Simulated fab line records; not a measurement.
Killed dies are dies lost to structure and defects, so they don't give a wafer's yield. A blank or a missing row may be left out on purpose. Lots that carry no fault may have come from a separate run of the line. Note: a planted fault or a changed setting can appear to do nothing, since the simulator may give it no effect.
fab line records + flow ritCmos
record:
- lots: 14
- wafers: 42
- lastDay: 7
route steps=202 shown ACTIVE@2
lots that met no fault: from a run of the same line without faults
startH: the number of hours between the record's first day and the start of the first shown wafer of the lot + waitH: hours elapsed since this lot's preceding step + " as in the row above + L1.1+2: several wafers, shown together as one row + - no value, or no start was given + * or withheld: withheld + < > ~ a bound
route shown NAME@n: names a module that has steps shown in the file, with the first one's number in the route + usual: mean/standard deviation taken from wafers without a fault + same: alike in all rows + chamber/n: place in a boat + sites: the reading at each site + _std_site: their standard deviation + _edge_site: the outer-site mean with the inner-site mean subtracted + radiusMm: for every site, how far away it sits from the centre of the wafer + mask NAME#n: copy n + behind: the last tool/chamber to shape the wafer + hold: the reason the lot was held/the length of the hold in hours/how it ended + device: the n, p or np transistor that did not switch + end of line: tests of these same wafers at the route's end + where a step has no rows: the recipe by itself + killed: at the first sort, the dies lost to defects and structure; wafer yield is something else + map: a wafer's dies, marking killed ones x, the rest . and places with no die _
set.NAME: the setting that was run; set.NAME@STEP: the one run at that earlier step + model.NAME: the simulator's own value behind a step, which no gauge read
route steps across a sampled set of lots; one table per step, one row per wafer
services: a tool's chamber out of use, with start hour (startH, from the record's first day; less than 0 if before it), hours out, and reason
== steps ==
step: RIT_ACTIVE_OXIDATION_01
recipe:
- tempC: 1000
- ambient: O2
- targetThkA: 468
- oxTimeS: 3360
usual:
- spikeTcCentreC: 1002.7/1.1
- spikeTcLoadC: 1027/3.6
- spikeTcSourceC: 1022/3.6
- tubeCenterTempC: 1000/0.095
- tube_center_temp_C_max: 1002.6/0.43
- zonePowerSourcePct: 36.2/1.5
| lot.wafer | tool       | chamber | startH | waitH | spikeTcCentreC | spikeTcLoadC | spikeTcSourceC | tubeCenterTempC | tube_center_temp_C_max | zonePowerSourcePct |
|-----------|------------|---------|--------|-------|----------------|--------------|----------------|-----------------|------------------------|--------------------|
| L355.1    | furnace-01 | 0       | 10.12  | 0.1   | 1003.1         | 1027         | 1019           | 999.97          | 1002.3                 | 35.0               |
| L355.5    | "          | 0       | "      | "     | 1004.3         | 1026         | 1020           | 999.9           | 1003.0                 | 35.1               |
| L355.6    | "          | 0       | "      | "     | 1003.6         | 1026         | 1019           | 1000            | 1002.5                 | 34.9               |
| L356.1    | furnace-03 | 0       | 15.35  | 0.3   | 1001.4         | 1030         | 1026           | 1000            | 1002.1                 | 36.0               |
| L356.2    | "          | 0       | "      | "     | 1003.4         | 1032         | 1027           | 1000            | 1002.5                 | 36.3               |
| L356.6    | "          | 0       | "      | "     | 1002.9         | 1032         | 1029           | 999.88          | 1003.0                 | 35.5               |
| L357.4    | furnace-03 | 0       | 20.12  | 0.0   | 1001.4         | 1033         | 1027           | 1000.2          | 1002.2                 | 36.0               |
| L357.5    | "          | 0       | "      | "     | 1004.3         | 1033         | 1028           | 999.93          | 1002.3                 | 35.6               |
| L357.6    | "          | 0       | "      | "     | 1003.5         | 1032         | 1028           | 1000            | 1002.3                 | 35.9               |
| L360.1    | furnace-04 | 0       | 35.29  | 0.3   | 1003.9         | 1024         | 1021           | 999.92          | 1001.9                 | 38.3               |
| L360.3    | "          | 0       | "      | "     | 1001.4         | 1022         | 1023           | 1000.1          | 1002.9                 | 37.9               |
| L360.6    | "          | 0       | "      | "     | 1001.5         | 1023         | 1021           | 999.94          | 1002.7                 | 38.1               |
| L361.2    | furnace-01 | 0       | 41.14  | 1.1   | 1001.8         | 1026         | 1019           | 1000.2          | 1002.1                 | 35.6               |
| L361.4    | "          | 0       | "      | "     | 1001.2         | 1026         | 1017           | 1000.1          | 1002.3                 | 34.9               |
| L361.5    | "          | 0       | "      | "     | 1003.1         | 1026         | 1018           | 999.95          | 1003.0                 | 35.0               |
| L362.1    | furnace-04 | 0       | 45.12  | 0.1   | 1000.9         | 1022         | 1022           | 999.98          | 1002.5                 | 38.2               |
| L362.4    | "          | 0       | "      | "     | 1001.8         | 1022         | 1022           | 1000            | 1002.3                 | 38.7               |
| L362.6    | "          | 0       | "      | "     | 1001.4         | 1023         | 1024           | 999.95          | 1002.5                 | 38.2               |
| L363.1    | furnace-01 | 0       | 50.12  | 0.1   | 1002.5         | 1026         | 1020           | 1000            | 1002.7                 | 35.2               |
| L363.5    | "          | 0       | "      | "     | 1002.5         | 1026         | 1020           | 1000            | 1002.8                 | 35.6               |
| L363.6    | "          | 0       | "      | "     | 1002.7         | 1025         | 1020           | 1000            | 1002.8                 | 35.1               |
| L365.1    | furnace-03 | 0       | 60.31  | 0.3   | 1003.6         | 1032         | 1028           | 1000.1          | 1002.4                 | 36.0               |
| L365.5    | "          | 0       | "      | "     | 1003.1         | 1032         | 1029           | 1000            | 1002.8                 | 36.3               |
| L365.6    | "          | 0       | "      | "     | 1001.0         | 1033         | 1028           | 1000            | 1003.2                 | 35.1               |
| L366.2    | furnace-03 | 0       | 65.65  | 0.6   | 1002.5         | 1033         | 1029           | 999.96          | 1002.9                 | 35.7               |
| L366.4    | "          | 0       | "      | "     | 1002.3         | 1032         | 1029           | 1000.2          | 1002.7                 | 36.3               |
| L366.5    | "          | 0       | "      | "     | 1003.7         | 1034         | 1028           | 1000.1          | 1003.8                 | 35.7               |
| L369.2    | furnace-03 | 0       | 80.12  | 0.1   | 1018.4         | 1049         | 1043           | 1014.9          | 1016.8                 | 37.5               |
| L369.3    | "          | 0       | "      | "     | 1018.1         | 1048         | 1043           | 1014.8          | 1017.8                 | 37.6               |
| L369.5    | "          | 0       | "      | "     | 1018.3         | 1047         | 1044           | 1014.9          | 1016.3                 | 38.1               |
| L375.1    | furnace-01 | 0       | 111.09 | 1.1   | 1003.2         | 1026         | 1020           | 999.95          | 1002.8                 | 35.0               |
| L375.2    | "          | 0       | "      | "     | 1001.9         | 1025         | 1018           | 1000.1          | 1002.6                 | 35.3               |
| L375.4    | "          | 0       | "      | "     | 1002.8         | 1026         | 1018           | 999.87          | 1002.3                 | 35.2               |
| L376.1    | furnace-03 | 0       | 115.48 | 0.5   | 1018.5         | 1049         | 1042           | 1014.9          | 1017.6                 | 37.5               |
| L376.3    | "          | 0       | "      | "     | 1018.2         | 1048         | 1042           | 1015            | 1017.7                 | 36.9               |
| L376.5    | "          | 0       | "      | "     | 1019.3         | 1047         | 1041           | 1014.9          | 1017.5                 | 37.1               |
| L377.1    | furnace-01 | 0       | 120.50 | 0.5   | 1002.0         | 1024         | 1020           | 1000            | 1002.2                 | 35.4               |
| L377.2    | "          | 0       | "      | "     | 1001.6         | 1027         | 1020           | 999.89          | 1002.2                 | 35.1               |
| L377.4    | "          | 0       | "      | "     | 1002.8         | 1025         | 1018           | 999.89          | 1002.9                 | 34.8               |
| L378.2    | furnace-01 | 0       | 125.88 | 0.8   | 1002.8         | 1026         | 1020           | 999.91          | 1002.1                 | 35.3               |
| L378.3    | "          | 0       | "      | "     | 1003.3         | 1026         | 1020           | 999.95          | 1003.1                 | 35.2               |
| L378.6    | "          | 0       | "      | "     | 1003.4         | 1027         | 1019           | 1000.1          | 1002.4                 | 35.0               |
step: RIT_ACTIVE_THK_MEAS_02
recipe:
- reads: SiO2_of_ACTIVE_OXIDATION_01
usual:
- ACTIVE_OXIDE_THK: 46.8/0.8
| lot.wafer | tool         | chamber | startH | waitH | ACTIVE_OXIDE_THK[nm] |
|-----------|--------------|---------|--------|-------|----------------------|
| L355.1    | filmMetro-02 | -       | 12.05  | 0.0   | 46.3                 |
| L355.5    | "            | -       | "      | "     | 46.1                 |
| L355.6    | "            | -       | "      | "     | 46.8                 |
| L356.1    | filmMetro-01 | -       | 17.28  | 0.0   | 48.3                 |
| L356.2    | "            | -       | "      | "     | 48.7                 |
| L356.6    | "            | -       | "      | "     | 48.4                 |
| L357.4    | filmMetro-02 | -       | 22.08  | 0.0   | 47.4                 |
| L357.5    | "            | -       | "      | "     | 47.1                 |
| L357.6    | "            | -       | "      | "     | 47.4                 |
| L360.1    | filmMetro-01 | -       | 37.22  | 0.0   | 46.8                 |
| L360.3    | "            | -       | "      | "     | 47.6                 |
| L360.6    | "            | -       | "      | "     | 47.1                 |
| L361.2    | filmMetro-03 | -       | 43.09  | 0.0   | 47.0                 |
| L361.4    | "            | -       | "      | "     | 46.3                 |
| L361.5    | "            | -       | "      | "     | 46.5                 |
| L362.1    | filmMetro-01 | -       | 47.05  | 0.0   | 47.1                 |
| L362.4    | "            | -       | "      | "     | 47.2                 |
| L362.6    | "            | -       | "      | "     | 47.3                 |
| L363.1    | filmMetro-03 | -       | 52.05  | 0.0   | 46.4                 |
| L363.5    | "            | -       | "      | "     | 46.4                 |
| L363.6    | "            | -       | "      | "     | 45.8                 |
| L365.1    | filmMetro-01 | -       | 62.24  | 0.0   | 46.3                 |
| L365.5    | "            | -       | "      | "     | 46.4                 |
| L365.6    | "            | -       | "      | "     | 46.3                 |
| L366.2    | filmMetro-03 | -       | 67.59  | 0.0   | 48.1                 |
| L366.4    | "            | -       | "      | "     | 47.9                 |
| L366.5    | "            | -       | "      | "     | 47.3                 |
| L369.2    | filmMetro-03 | -       | 82.06  | 0.0   | 55.0                 |
| L369.3    | "            | -       | "      | "     | 55.2                 |
| L369.5    | "            | -       | "      | "     | 55.9                 |
| L375.1    | filmMetro-03 | -       | 113.03 | 0.0   | 46.4                 |
| L375.2    | "            | -       | "      | "     | 46.0                 |
| L375.4    | "            | -       | "      | "     | 46.8                 |
| L376.1    | filmMetro-01 | -       | 117.42 | 0.0   | 53.0                 |
| L376.3    | "            | -       | "      | "     | 53.2                 |
| L376.5    | "            | -       | "      | "     | 53.6                 |
| L377.1    | filmMetro-01 | -       | 122.43 | 0.0   | 46.6                 |
| L377.2    | "            | -       | "      | "     | 47.1                 |
| L377.4    | "            | -       | "      | "     | 47.2                 |
| L378.2    | filmMetro-01 | -       | 127.83 | 0.0   | 46.7                 |
| L378.3    | "            | -       | "      | "     | 46.5                 |
| L378.6    | "            | -       | "      | "     | 46.3                 |
== services ==
| tool       | chamber | startH | hours | kind |
|------------|---------|--------|-------|------|
| furnace-04 | -       | 24.18  | 2.3   | pm   |
| furnace-03 | -       | 49.35  | 3.3   | pm   |
| furnace-03 | -       | 105.20 | 3.5   | pm   |
| furnace-03 | -       | 120.08 | 1.6   | pm   |
== key ==
firstSign:
- step: RIT_ACTIVE_OXIDATION_01
- reading: tubeCenterTempC
- direction: up
- sigmas: 99+
- usual: *
- struck: *
effect:
- step: RIT_ACTIVE_OXIDATION_01
- reading: tube_center_temp_C_max
- direction: up
- sigmas: 34
- usual: *
- struck: *
effect:
- step: RIT_ACTIVE_THK_MEAS_02
- reading: ACTIVE_OXIDE_THK
- direction: up
- sigmas: 9.4
- usual: 46.8
- struck: 54.3
metAt RIT_ACTIVE_OXIDATION_01
struckLots L369,L376
testerLeftOut L369,L376
onsetBetween 65.65 80.12
fault:
- kind: processParameterDrift
- tool: furnace-03
- chamber: -
- onsetH: 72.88
- steps: RIT_ACTIVE_OXIDATION_01
- channel: tempC
- offset: *
- shape: step
- endH: 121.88
- actsIn: *
- stated: *
testerLeftOut: of these lots the tester's yield and bins aren't shown, on N5 and GAA mostly nor the transistor test; their killed dies are dies lost to structure and defects alone, not to doping, threshold or leakage, so they don't give the yield
